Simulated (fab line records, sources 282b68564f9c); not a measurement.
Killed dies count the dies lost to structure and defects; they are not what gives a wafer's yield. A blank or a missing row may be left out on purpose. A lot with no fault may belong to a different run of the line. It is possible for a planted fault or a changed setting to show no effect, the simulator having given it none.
Which tool was responsible? ; flow rit cmos ; Sampling: 15 lots, 45 wafers, 2 of 202 route steps

## WHAT EACH GAUGE READ, for each wafer
RIT_PRETRO_TW_MEAS_10.
lot;measured;on;PRETRO_TW
L642;day 2 12:49;film metro-02;472.3 471.2 471.7
L643;day 2 16:44;film metro-02;472.8 471.9 473.2
L644;day 2 18:53;film metro-02;475.9 472.3 471.5
L645;day 3 01:10;film metro-01;473.2 471.4 473.5
L646;day 3 05:37;film metro-02;476.7 476.4 475.2
L647;day 3 10:48;film metro-01;471.3 473.1 474.0
L648;day 3 15:43;film metro-02;475.8 473.6 476.1
L653;day 4 19:26;film metro-03;475.9 476.2 474.1
L654;day 4 23:51;film metro-03;470.4 472.5 472.8
L655;day 5 04:10;film metro-03;476.0 471.3 473.2
L657;day 5 13:44;film metro-02;447.8 449.4 449.6
L658;day 5 18:03;film metro-01;475.3 470.3 473.5
L659;day 6 01:45;film metro-01;448.0 447.0 446.6
L660;day 6 06:13;film metro-01;471.6 471.2 469.9
L661;day 6 09:04;film metro-02;451.3 449.0 450.5

## EACH LOT AND THE TOOL THAT RAN IT (in order: tool; ch and the chambers of the sampled wafers; start)
lot;RIT_PRETRO_IMPLANT_08
L642;implanter-03 ch 0, day 2 12:29
L643;implanter-01 ch 0, day 2 16:25
L644;implanter-03 ch 0, day 2 18:34
L645;implanter-01 ch 0, day 3 00:50
L646;implanter-01 ch 0, day 3 05:19
L647;implanter-03 ch 0, day 3 10:29
L648;implanter-01 ch 0, day 3 15:25
L653;implanter-01 ch 0, day 4 19:07
L654;implanter-01 ch 0, day 4 23:34
L655;implanter-03 ch 0, day 5 03:51
L657;implanter-01 ch 0, day 5 13:26
L658;implanter-03 ch 0, day 5 17:44
L659;implanter-01 ch 0, day 6 01:26
L660;implanter-03 ch 0, day 6 05:53
L661;implanter-01 ch 0, day 6 08:46
- RIT_PRETRO_IMPLANT_08

## WHAT THE TOOLS THEMSELVES READ (means of the sampled wafers that have a number; where no wafer has one, the mark that the record gives instead)
RIT_PRETRO_IMPLANT_08.
lot;tool;beam energy keV
L642;implanter-03;45.000
L643;implanter-01;44.981
L644;implanter-03;44.980
L645;implanter-01;44.985
L646;implanter-01;44.994
L647;implanter-03;44.990
L648;implanter-01;45.002
L653;implanter-01;45.001
L654;implanter-01;45.002
L655;implanter-03;44.988
L657;implanter-01;32.693
L658;implanter-03;44.990
L659;implanter-01;32.705
L660;implanter-03;45.002
L661;implanter-01;32.679

## THE ANSWER, worked out from the rows above alone
Rule: the lots themselves supply what counts as usual. The widest of any qualifying gaps counts: lots, ordered by their means at a reading, are off when they make up no more than a third of the lots, leave a main group of 4 or more, and stand apart from it by 3 or more times the standard deviation of that group's means. A main group whose means are all the same, to the digits that the tables above print for the reading, isn't used. Also off: a lot with no number at a reading for which 4 or more lots have one. All remaining lots with rows at the step are treated as sound. Order of review: gauges by route order, followed by the tools' own readings, for which a lot's mean as printed above is used. At the first step where some lot is off, the reading lying furthest off is the one used; lots without a number count as furthest.
Off: L657, L659, L661, seen at RIT_PRETRO_TW_MEAS_10 (PRETRO_TW). Mean 473.3 and standard deviation 1.5 in the main group.
A tool fits if, at a process step before that reading, it ran every lot that is off, and no sound lot after the first of them. Not tried: the gauges at RIT_PRETRO_TW_MEAS_10; whatever is off there is also off at RIT_PRETRO_IMPLANT_08, on other tools, and gauge error can't account for it. One fits: implanter-01 at RIT_PRETRO_IMPLANT_08. Its last sound lot is L654 (day 4 23:34), its first lot that is off L657 (day 5 13:26): a fault that began between those two fits.
On the lots that are off, the tool's own readings at RIT_PRETRO_IMPLANT_08 differ by more than 5 times the standard deviation of the sound lots' means, which bears it out; beam energy keV reads 32.692 there versus 44.993 on the sound lots.

## WHAT WAS PUT IN BY THE SIMULATOR
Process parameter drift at RIT_PRETRO_IMPLANT_08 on implanter-01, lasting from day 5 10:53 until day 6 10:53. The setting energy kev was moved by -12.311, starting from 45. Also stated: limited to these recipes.
Shown lots that were struck: L657, L659, L661. This agrees with what the rule above found.
